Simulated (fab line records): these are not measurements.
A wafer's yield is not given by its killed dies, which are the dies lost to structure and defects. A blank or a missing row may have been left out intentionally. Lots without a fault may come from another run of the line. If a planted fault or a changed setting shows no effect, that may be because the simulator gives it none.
Code-filled problem report in 8D (eight disciplines) form | flow rit-cmos | the parts of the form that need people (team, actions taken, sign-off) are left out

== 1. PROBLEM STATEMENT ==
Wafers without a fault read 22.98 C, standard deviation 0.096; developer-temp-C at RIT_M1_DEVELOP_08 reads a mean of 25.25 C on 6 wafers belonging to 2 lots. Measured from the usual mean, that is +24 standard deviations.
The step: develop time 68 s.
Earliest sighting: wafer L622.1 on litho-track-03 at day 5 10:00. At this step, 27 wafers from 9 lots have a number in the record. Rule for "out", or "out of limits": more than 4 standard deviations from the usual mean. The rest of the wafers with a number are treated as sound.

== 2. WHAT IT IS, WHAT IT ISN'T ==
question                    | is                     | is not
which readings at this step | developer-temp-C       | -
which lots                  | L622, L623             | L612, L613, L614, L624, L628, L629, L634
which wafers of those lots  | all that have a number | -
read on which tools         | litho-track-03         | litho-track-02, litho-track-04
when                        | from day 5 10:00       | up to then (9 sound wafers); but 12 sound wafers of L624, L628, L629, L634 came after

== 3. WHAT RULES OUT EACH SUSPECT ==
Counting: a tool at a process step up to the reading stays a suspect if it ran every lot that is out and no sound lot after the first of them.
- litho-track-03 at RIT_M1_DEVELOP_08 (develop time 68 s): kept. All lots that are out passed through it, beginning with L622 at day 5 10:00, and no sound lot followed; its final sound lot before that point was L614 at day 3 23:00. Its own readings are out on those wafers: developer-temp-C.
Left after counting: litho-track-03 at RIT_M1_DEVELOP_08.

== 4. THE CAUSE (what the simulator had put in) ==
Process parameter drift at RIT_M1_DEVELOP_08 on litho-track-03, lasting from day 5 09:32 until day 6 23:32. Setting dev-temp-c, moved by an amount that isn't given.
This tool alone remained once counting was done.

== 5. THE CHAIN OF EFFECTS, in route order ==
Each row: a reading whose mean over the struck wafers that have a number lies more than 3 standard deviations from the usual. Only readings for which the record gives a usual standard deviation are gone through. hours: the time from each lot's start at the first step in this table that gives one to its start at this step, as a median over the lots. sigmas: the change in usual standard deviations.
hours | step              | reading          | usual   | on struck wafers | change | sigmas
0     | RIT_M1_DEVELOP_08 | developer-temp-C | 22.98 C | 25.25            | +2.27  | +24
Here are the process steps it includes:
- RIT_M1_DEVELOP_08: develop time 68 s.
Later steps that measure or inspect, where all struck wafers having a row at the step show a number for every such reading and not one has moved that far: RIT_M1_CD_MEAS_09.

== 6. WHAT WOULD HAVE CAUGHT IT SOONER ==
The fault began at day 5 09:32; the first out-of-limits reading in this record came at day 5 10:00, 0 hours later.
